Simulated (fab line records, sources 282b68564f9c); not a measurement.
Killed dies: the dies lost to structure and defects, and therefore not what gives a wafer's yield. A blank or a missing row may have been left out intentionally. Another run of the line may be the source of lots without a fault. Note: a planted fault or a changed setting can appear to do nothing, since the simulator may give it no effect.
Which tool was responsible? ; flow ritCmos ; 42 wafers from 14 lots sampled at 2 of the route's 202 steps

WHAT EACH GAUGE READ, for each wafer
RIT_NRETRO_TW_MEAS_10. Usual: NRETRO_TW typically reads 1048, with standard deviation 10.
lot;measured;on;NRETRO_TW;flag
L664;day 2 06:18;filmMetro-02;1052 1054 1055;
L665;day 2 12:59;filmMetro-04;1056 1046 1053;
L667;day 3 01:01;filmMetro-03;1039 1043 1045;
L668;day 3 06:58;filmMetro-02;1062 1059 1058;
L669;day 3 10:46;filmMetro-04;969 968 973;OFF
L670;day 3 14:42;filmMetro-02;1062 1057 1055;
L672;day 4 03:51;filmMetro-02;973 971 967;OFF
L674;day 4 09:45;filmMetro-03;1042 1034 1032;
L679;day 5 11:02;filmMetro-03;1032 1040 1032;
L681;day 5 19:22;filmMetro-04;1058 1056 1055;
L682;day 6 01:40;filmMetro-04;1056 1060 1055;
L684;day 6 12:40;filmMetro-03;1036 1034 1032;
L685;day 6 17:40;filmMetro-03;1030 1033 1035;
L686;day 7 00:55;filmMetro-02;1053 1051 1053;

WHAT TOOL EACH LOT RAN ON (gives the tool, then ch and the chambers of the sampled wafers, and finally the start)
lot;RIT_NRETRO_IMPLANT_08
L664;implanter-03 ch 0, day 2 06:01
L665;implanter-02 ch 0, day 2 12:41
L667;implanter-01 ch 0, day 3 00:43
L668;implanter-01 ch 0, day 3 06:41
L669;implanter-01 ch 0, day 3 10:25
L670;implanter-02 ch 0, day 3 14:23
L672;implanter-01 ch 0, day 4 03:32
L674;implanter-03 ch 0, day 4 09:26
L679;implanter-03 ch 0, day 5 10:43
L681;implanter-03 ch 0, day 5 19:04
L682;implanter-03 ch 0, day 6 01:20
L684;implanter-02 ch 0, day 6 12:20
L685;implanter-03 ch 0, day 6 17:20
L686;implanter-02 ch 0, day 7 00:35
- RIT_NRETRO_IMPLANT_08

WHAT THE TOOLS THEMSELVES READ (means of the sampled wafers that have a number; where no wafer has one, the mark that the record gives instead)
RIT_NRETRO_IMPLANT_08. Usual: doseIonsCm2 9.996e+12, standard deviation 1.1e+10; faradayCurrentUA 31.7, standard deviation 0.68.
lot;tool;doseIonsCm2;faradayCurrentUA;flag
L664;implanter-03;9.983e+12;32.1;
L665;implanter-02;9.987e+12;31.7;
L667;implanter-01;9.991e+12;31.8;
L668;implanter-01;9.984e+12;31.9;
L669;implanter-01;7.793e+12;25.3;OFF
L670;implanter-02;9.985e+12;31.2;
L672;implanter-01;7.805e+12;24.9;OFF
L674;implanter-03;9.993e+12;31.9;
L679;implanter-03;1.001e+13;31.8;
L681;implanter-03;9.989e+12;31.9;
L682;implanter-03;1.001e+13;30.9;
L684;implanter-02;1.001e+13;31.6;
L685;implanter-03;1.000e+13;31.2;
L686;implanter-02;9.992e+12;31.3;

THE ANSWER, worked out from the rows above alone
Rule: a lot is off if the mean of its wafers that have a number lies more than 3 standard deviations from the usual mean. Also off: a lot with no number at a reading for which 4 or more lots have one. All remaining lots with rows at the step are treated as sound. Order of review: gauges by route order, followed by the tools' own readings, for which a lot's mean as printed above is used. At the first step where some lot is off, the reading lying furthest off is the one used; lots without a number count as furthest.
Off: at RIT_NRETRO_TW_MEAS_10 (NRETRO_TW), L669, L672.
A tool fits if, at a process step before that reading, it ran every lot that is off, and no sound lot after the first of them. Not tried: the gauges at RIT_NRETRO_TW_MEAS_10; whatever is off there is also off at RIT_NRETRO_IMPLANT_08, on other tools, and gauge error can't account for it. One fits: implanter-01 at RIT_NRETRO_IMPLANT_08. A fault onset in the window from L668 (day 3 06:41, its last sound lot) to L669 (day 3 10:25, its first lot off) fits.
The tool's own readings at RIT_NRETRO_IMPLANT_08 bear it out: on the lots that are off they differ by more than 5 times the standard deviation of the sound lots' means. doseIonsCm2 reads 7.799e+12 there against 9.994e+12 on the sound lots; faradayCurrentUA reads 25.1 there against 31.6 on the sound lots.

WHAT THE SIMULATOR PUT IN
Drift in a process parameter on implanter-01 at RIT_NRETRO_IMPLANT_08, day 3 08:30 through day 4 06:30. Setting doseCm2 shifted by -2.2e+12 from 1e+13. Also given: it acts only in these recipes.
Struck lots among those shown: L669, L672. The same result came from the rule above.
